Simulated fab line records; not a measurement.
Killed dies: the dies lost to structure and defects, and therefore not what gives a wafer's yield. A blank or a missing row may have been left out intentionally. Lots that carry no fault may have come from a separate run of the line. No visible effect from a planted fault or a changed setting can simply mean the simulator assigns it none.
The tool behind it: which one?	flow berkeley-cmos170	14 lots with 42 wafers sampled at 3 steps, on a route of 331 steps

## WHAT THE GAUGES READ, wafer by wafer
UCB170_M3_CD_MEAS_15: the cd target is 700 nm. Usual: cd-nm at 699.3 nm, with a standard deviation of 1.5.
lot	measured	on	cd-nm (nm)	flag
L619	day 7 18:08	cd-sem-01	699.3 699.1 699.2	
L620	day 7 18:22	cd-sem-01	697.0 697.7 698.1	
L621	day 8 02:46	cd-sem-02	701.3 700.1 700.7	
L623	day 8 12:03	cd-sem-01	695.9 695.8 695.5	
L622	day 8 17:13	cd-sem-02	698.0 698.6 700.3	
L625	day 9 11:13	cd-sem-02	696.7 699.1 699.1	
L627	day 9 12:19	cd-sem-02	702.1 701.6 701.4	
L626	day 9 12:43	cd-sem-01	699.2 699.2 699.4	
L628	day 9 17:47	cd-sem-01	698.1 698.5 699.3	
L632	day 10 17:30	cd-sem-02	702.5 702.0 702.9	
L636	day 11 20:16	cd-sem-01	698.7 699.2 698.0	
L638	day 11 23:17	cd-sem-01	700.3 698.0 699.6	
L639	day 12 16:52	cd-sem-02	700.3 699.1 697.6	
L640	day 12 16:26	cd-sem-01	700.4 699.6 700.2	

## WHAT TOOL EACH LOT RAN ON (gives the tool, then ch and the chambers of the sampled wafers, and finally the start)
lot	UCB170_V2_STRIP_15	UCB170_M3_STRIP_07
L619	plasma-asher-03 ch 0,1, day 7 15:23	plasma-asher-04 ch 0,1, day 7 16:23
L620	plasma-asher-03 ch 0,1, day 7 15:38	plasma-asher-01 ch 0,1, day 7 16:50
L621	plasma-asher-02 ch 0,1, day 8 00:04	plasma-asher-01 ch 0,1, day 8 01:04
L623	plasma-asher-03 ch 0,1, day 8 08:17	plasma-asher-01 ch 0,1, day 8 09:52
L622	plasma-asher-01 ch 0,1, day 8 14:59	plasma-asher-01 ch 0,1, day 8 15:59
L625	plasma-asher-03 ch 0,1, day 9 08:46	plasma-asher-02 ch 0,1, day 9 09:52
L627	plasma-asher-03 ch 0,1, day 9 09:59	plasma-asher-04 ch 1, day 9 10:59
L626	plasma-asher-02 ch 0,1, day 9 10:28	plasma-asher-02 ch 0,1, day 9 11:28
L628	plasma-asher-03 ch 0,1, day 9 15:06	plasma-asher-04 ch 0,1, day 9 16:11
L632	plasma-asher-01 ch 0,1, day 10 15:08	plasma-asher-04 ch 0,1, day 10 16:22
L636	plasma-asher-01 ch 0,1, day 11 17:47	plasma-asher-04 ch 0,1, day 11 18:58
L638	plasma-asher-01 ch 0, day 11 21:02	plasma-asher-01 ch 0,1, day 11 22:02
L639	plasma-asher-01 ch 0,1, day 12 12:40	plasma-asher-04 ch 0, day 12 13:40
L640	plasma-asher-03 ch 0,1, day 12 12:54	plasma-asher-02 ch 0,1, day 12 13:54
- UCB170_V2_STRIP_15: strips in O2.
- UCB170_M3_STRIP_07: strips in O2.

## AS READ BY THE TOOLS THEMSELVES (means over the sampled wafers that have a number; for cases with no such wafer, the mark the record gives instead)
UCB170_V2_STRIP_15. Usual: drypump-motor-current-A 5.6 A, standard deviation 0.5; o2-flow-sccm 400.0 sccm, standard deviation 1.2; oes-product-au 0.722 a.u., standard deviation 0.0044; strip-time-to-endpoint-s 15.33 s, standard deviation 0.1.
lot	tool	drypump-motor-current-A (A)	o2-flow-sccm (sccm)	oes-product-au (a.u.)	strip-time-to-endpoint-s (s)	flag
L619	plasma-asher-03	5.2	400.5	0.719	15.33	
L620	plasma-asher-03	5.3	399.2	0.722	15.30	
L621	plasma-asher-02	5.5	399.3	0.718	15.43	
L623	plasma-asher-03	5.3	400.5	0.718	15.46	
L622	plasma-asher-01	6.1	398.6	0.719	15.27	
L625	plasma-asher-03	5.2	399.9	0.721	15.17	
L627	plasma-asher-03	5.2	201.5	0.664	17.47	OFF
L626	plasma-asher-02	5.4	399.8	0.721	15.36	
L628	plasma-asher-03	5.2	200.1	0.661	17.45	OFF
L632	plasma-asher-01	6.3	398.1	0.720	15.33	
L636	plasma-asher-01	6.2	400.6	0.725	15.33	
L638	plasma-asher-01	6.1	401.5	0.721	15.32	
L639	plasma-asher-01	6.2	399.5	0.721	15.38	
L640	plasma-asher-03	5.2	399.6	0.722	15.28	

UCB170_M3_STRIP_07. Usual: drypump-motor-current-A 5.9 A, standard deviation 0.44; o2-flow-sccm 400.1 sccm, standard deviation 1.1; oes-product-au 0.735 a.u., standard deviation 0.0046; strip-time-to-endpoint-s 21.98 s, standard deviation 0.056.
lot	tool	drypump-motor-current-A (A)	o2-flow-sccm (sccm)	oes-product-au (a.u.)	strip-time-to-endpoint-s (s)	flag
L619	plasma-asher-04	5.8	400.4	0.734	22.07	
L620	plasma-asher-01	6.3	400.7	0.732	22.03	
L621	plasma-asher-01	6.2	399.3	0.737	22.03	
L623	plasma-asher-01	6.3	400.0	0.732	21.96	
L622	plasma-asher-01	6.2	400.3	0.740	21.94	
L625	plasma-asher-02	5.4	399.4	0.731	22.00	
L627	plasma-asher-04	5.6	401.3	0.739	22.07	
L626	plasma-asher-02	5.4	400.4	0.736	21.91	
L628	plasma-asher-04	5.8	400.7	0.732	21.99	
L632	plasma-asher-04	5.8	400.2	0.738	22.01	
L636	plasma-asher-04	6.0	400.7	0.738	21.95	
L638	plasma-asher-01	6.2	400.2	0.736	21.94	
L639	plasma-asher-04	6.1	399.3	0.732	22.03	
L640	plasma-asher-02	5.4	398.6	0.734	21.95	

## THE ANSWER, worked out from the rows above alone
Rule: a lot is off if the mean of its wafers that have a number lies more than 3 standard deviations from the usual mean. A lot without any number at a reading at which 4 lots or more have one is off too. Any other lot the step has rows for is counted as sound. Order of review: gauges by route order, followed by the tools' own readings, for which a lot's mean as printed above is used. At the first step where some lot is off, the reading lying furthest off is the one used; lots without a number count as furthest.
Off, at UCB170_V2_STRIP_15 on o2-flow-sccm: L627, L628.
If a tool, at that step or one of the process steps before it, ran each lot that is off and ran no sound lot following the first of them, it fits. Of those tried, none fits.

## WHAT THE SIMULATOR HAD INSERTED
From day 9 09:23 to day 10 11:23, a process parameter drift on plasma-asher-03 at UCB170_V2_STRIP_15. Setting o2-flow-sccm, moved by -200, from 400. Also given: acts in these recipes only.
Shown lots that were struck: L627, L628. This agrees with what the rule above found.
